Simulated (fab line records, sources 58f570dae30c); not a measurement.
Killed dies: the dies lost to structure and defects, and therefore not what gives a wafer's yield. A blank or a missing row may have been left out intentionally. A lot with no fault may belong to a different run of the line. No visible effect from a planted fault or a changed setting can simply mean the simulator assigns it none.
A single fault, viewed from 2 desks -- flow berkeleyCmos170 -- each desk holds nothing but its own numbers, with what lay behind them at the end

## AT THE TOOL OWNER'S DESK: rieMetal-01
The tool's own readings at UCB170_M3_METAL_ETCH_18 (etches Al in Cl2/BCl3, stops on SiO2, target depth 1170 nm, time 195 s): means of the sampled wafers that have a number, for each lot that ran on this tool. Any lot whose mean is over 4 standard deviations away from the usual mean is out of limits and marked OUT; that distance is given in the brackets.
Columns: A = drypumpMotorCurrentA at UCB170_M3_METAL_ETCH_18, usual 5.5 A; B = oesProductAu at UCB170_M3_METAL_ETCH_18, usual 0.857 a.u.; C = rfFwdPowerW at UCB170_M3_METAL_ETCH_18, usual 598.5 W; D = throttleValvePct at UCB170_M3_METAL_ETCH_18, usual 24.40 %
lot,first seen here,A,B,C,D
L553,day 7 13:24,4.9,0.857,598.7,24.51
L556,day 8 10:18,4.9,0.849,598.2,24.50
L570,day 11 09:53,5.5,0.805,438.3 (-89) OUT,24.63
L571,day 11 11:01,5.2,0.828,519.2 (-44) OUT,24.57
Finding of this desk: L570, L571 out of limits; the first was L570 at day 11 09:53, on rfFwdPowerW at UCB170_M3_METAL_ETCH_18. L553, L556: within limits.

## AT THE METROLOGY DESK
Lot by lot, what the gauges showed, no matter which tool ran the lot: averages of those sampled wafers that carry a number. Any lot whose mean is over 4 standard deviations away from the usual mean is out of limits and marked OUT; that distance is given in the brackets.
Columns: A = cdNm at UCB170_M3_CD_MEAS_90, usual 701 nm
lot,first seen here,A
L553,day 7 13:50,701
L558,day 8 09:46,702
L556,day 8 10:41,701
L560,day 8 22:45,695
L559,day 8 23:26,699
L561,day 9 04:11,699
L563,day 9 07:18,700
L565,day 9 22:33,703
L566,day 10 17:05,698
L570,day 11 10:10,719 (+4.1) OUT
L571,day 11 11:23,712
L572,day 11 11:58,699
L575,day 11 23:43,700
L573,day 12 00:17,694
Finding of this desk: L570 out of limits; the first was L570 at day 11 10:10, on cdNm at UCB170_M3_CD_MEAS_90. L553, L558, L556, L560, L559, L561, L563, L565, L566, L571, L572, L575, L573: within limits.

## BROUGHT TOGETHER
The tool owner's desk had the chance to raise an alarm at day 11 09:53 on L570, L571.
At day 11 10:10 the metrology desk could have sounded an alarm, on L570.
The metrology desk has L571 on record, within its limits.
Of the lots named, all ran UCB170_M3_METAL_ETCH_18 on rieMetal-01.

## WHAT THE SIMULATOR HAD PUT IN
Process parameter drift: rieMetal-01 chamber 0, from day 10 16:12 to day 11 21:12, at UCB170_M3_METAL_ETCH_18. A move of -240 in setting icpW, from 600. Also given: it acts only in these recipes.
Lots struck among those shown: L570, L571.
Time in hours from fault onset to the first out-of-limits reading at each desk: tool owner's desk 18, metrology desk 18.
